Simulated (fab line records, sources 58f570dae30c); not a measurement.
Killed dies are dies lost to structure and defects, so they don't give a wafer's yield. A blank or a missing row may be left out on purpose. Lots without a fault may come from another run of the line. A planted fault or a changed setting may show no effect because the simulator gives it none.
Chamber matching | flow berkeley_cmos170 | UCB170_GATE_ETCH_15 on rie_si-02: 4 sister chambers
The step etches poly-Si in HBr/Cl2, stops on SiO2, time 56.3 s, target depth 278.2 nm. 16 wafers are shown with their chamber, then 8 later ones without.

WAFERS WITH THEIR CHAMBER
wafer  | chamber | throttle_valve_pct (%) | drypump_motor_current_A (A) | oes_product_au (a.u.)
L311.2 | 0       | 26.82                  | 6.3                         | 0.839
L311.4 | 2       | 26.55                  | 5.5                         | 0.805
L311.6 | 0       | 26.82                  | 6.3                         | 0.845
L312.1 | 2       | 26.56                  | 5.5                         | 0.788
L312.4 | 1       | 26.42                  | 6.0                         | 0.825
L312.6 | 0       | 26.81                  | 6.3                         | 0.821
L310.1 | 3       | 26.24                  | 5.7                         | 0.819
L310.3 | 0       | 26.82                  | 6.2                         | 0.818
L310.6 | 2       | 26.55                  | 5.5                         | 0.803
L314.3 | 2       | 26.53                  | 5.5                         | 0.790
L314.4 | 0       | 26.82                  | 6.2                         | 0.827
L314.5 | 0       | 26.82                  | 6.2                         | 0.832
L317.2 | 0       | 26.81                  | 6.3                         | 0.837
L317.3 | 2       | 26.53                  | 5.5                         | 0.799
L317.4 | 1       | 26.40                  | 6.0                         | 0.813
L327.1 | 3       | 26.23                  | 5.7                         | 0.818

SIGNATURES (means of the wafers above)
reading                 | chamber 0 | chamber 1 | chamber 2 | chamber 3 | scatter within a chamber
throttle_valve_pct      | 26.8171   | 26.4100   | 26.5440   | 26.2350   | 0.00963
drypump_motor_current_A | 6.257     | 6.000     | 5.500     | 5.700     | 0.0378
oes_product_au          | 0.83129   | 0.81900   | 0.79700   | 0.81850   | 0.0086
Rule: a wafer's distance from a chamber is the root of the sum, over the readings, of the square of ((its reading less the chamber's mean) divided by the reading's scatter). The wafer belongs to the nearest chamber; if the next one is less than 2 further off, it can't be placed. The scatter: the root of (the sum of the squares of (reading less its chamber's mean) over the shown wafers, divided by (wafers less chambers)).

WAFERS WITHOUT THEIR CHAMBER
wafer  | throttle_valve_pct (%) | drypump_motor_current_A (A) | oes_product_au (a.u.)
L327.2 | 26.56                  | 5.5                         | 0.795
L327.3 | 26.81                  | 6.3                         | 0.838
L329.1 | 26.82                  | 6.3                         | 0.833
L329.2 | 26.55                  | 5.5                         | 0.805
L329.3 | 26.26                  | 5.7                         | 0.811
L331.2 | 26.54                  | 5.5                         | 0.786
L331.3 | 26.83                  | 6.3                         | 0.832
L331.4 | 26.37                  | 6.0                         | 0.784

WHICH CHAMBER EACH WENT THROUGH
wafer  | from the rows above | in truth
L327.2 | 2                   | 2
L327.3 | 0                   | 0
L329.1 | 0                   | 0
L329.2 | 2                   | 2
L329.3 | 3                   | 3
L331.2 | 2                   | 2
L331.3 | 0                   | 0
L331.4 | 1                   | 1
Placed correctly: 8 of 8. Can't be placed from these rows: 0. Placed wrongly: 0.
